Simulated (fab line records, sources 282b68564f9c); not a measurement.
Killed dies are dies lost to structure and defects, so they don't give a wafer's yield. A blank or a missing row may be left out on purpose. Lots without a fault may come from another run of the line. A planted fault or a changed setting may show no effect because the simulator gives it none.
A struck lot beside a sound one | flow rit_cmos | 19 steps out of a route of 202
Sound: wafers L728.2, L728.5, L728.6. Struck: wafers L744.1, L744.2, L744.5. The cause comes at the end.
At each step with rows: each side's tool, then ch and its chambers, then its first start. Under that, the readings that differ: sound wafers | struck wafers | difference of the means | sigmas: that difference in standard deviations of wafers without a fault.
alike: readings whose means differ by less than 2 such deviations, and words and numbers that are the same on both sides. not compared: withheld readings, readings that some wafer has no value for, bounds like >300 that may hide the same value, and numbers for which the record gives no deviation and whose values overlap.
The two part at a step that has a row with sigmas, a row that says differs or no value, or rows on one side only. Numbers that don't overlap but have no deviation are shown without sigmas and don't part them. A reading that every wafer of one side lacks parts them only if that side has two wafers or more.

first, 4 steps without rows for these wafers: RIT_PSD_SOFTBAKE_02 (time 60 s); RIT_PSD_EXPOSE_03 (exposes mask M10, target cd 40900 nm); RIT_PSD_PEB_04; RIT_PSD_DEVELOP_05 (develop time 50 s).
RIT_PSD_OVL_MEAS_06:
  sound on overlay-01, day 3 20:31; struck on overlay-02, day 7 08:19
  alike: PSD_OVL
then, 2 steps without rows for these wafers: RIT_PSD_HARDBAKE_07 (time 60 s); RIT_PSD_IMPLANT_08.
RIT_PSD_STRIP_09: strips in O2, time 180 s.
  sound on plasma_asher-02 ch 0,1, day 3 20:51; struck on plasma_asher-01 ch 0,1, day 7 08:39
  alike: drypump_motor_current_A
  not compared: rf_hours_counter_h
RIT_PSD_TW_MEAS_10:
  sound on film_metro-01, day 3 21:02; struck on film_metro-01, day 7 08:50
  alike: PSD_TW
then, 3 steps without rows for these wafers: RIT_SDANNEAL_CLEAN_00 (cleans in SC1, time 600 s); RIT_SDANNEAL_CLEAN_01 (cleans in dHF, time 30 s); RIT_SDANNEAL_CLEAN_02 (cleans in SC2, time 600 s).
RIT_SDANNEAL_RTA_03: time 5 s.
  sound on rtp_anneal-02 ch 0, day 3 21:28; struck on rtp_anneal-02 ch 0, day 7 09:15
  alike: wafer_temp_C_max
RIT_SDANNEAL_RS_MEAS_04: measures by four-point-probe.
  sound on film_metro-03, day 3 21:32; struck on film_metro-03, day 7 09:19
  reading         | sound             | struck         | difference | sigmas
  PSD_RS (ohm/sq) | 116.4 116.1 116.4 | 72.8 72.9 73.0 | -43.4      | -99 or more
RIT_SDANNEAL_RS_MEAS_05: measures by four-point-probe.
  sound on film_metro-03, day 3 21:39; struck on film_metro-03, day 7 09:26
  reading         | sound          | struck         | difference | sigmas
  NSD_RS (ohm/sq) | 84.5 84.5 84.5 | 76.8 77.4 77.3 | -7.3       | -24
RIT_SDANNEAL_RS_MEAS_06: measures by four-point-probe.
  sound on film_metro-03, day 3 21:46; struck on film_metro-03, day 7 09:33
  reading          | sound             | struck            | difference | sigmas
  PLDD_RS (ohm/sq) | 179.3 180.0 179.5 | 141.8 141.3 141.5 | -38.1      | -76
RIT_SDANNEAL_RS_MEAS_07: measures by four-point-probe.
  sound on film_metro-03, day 3 21:53; struck on film_metro-03, day 7 09:40
  reading          | sound             | struck            | difference | sigmas
  NLDD_RS (ohm/sq) | 149.4 149.9 149.6 | 142.3 142.3 142.7 | -7.2       | -13
then, 1 step without rows for these wafers: RIT_SILICIDE_WET_ETCH_00 (etches SiO2 in BOE, target depth 14 nm, time 15.32 s).
RIT_M1_PROBE_99:
  sound on prober-01, day 4 05:10; struck on prober-01, day 7 16:41
  alike: killed_at_contacts, killed_at_front_end, killed_dies, killed_open, killed_short

WHERE THEY PART
First at RIT_SDANNEAL_RS_MEAS_04; last, within this record, at RIT_SDANNEAL_RS_MEAS_07. Later steps at which nothing parts them and some readings are alike: RIT_M1_PROBE_99.

WHY: what the simulator had put in
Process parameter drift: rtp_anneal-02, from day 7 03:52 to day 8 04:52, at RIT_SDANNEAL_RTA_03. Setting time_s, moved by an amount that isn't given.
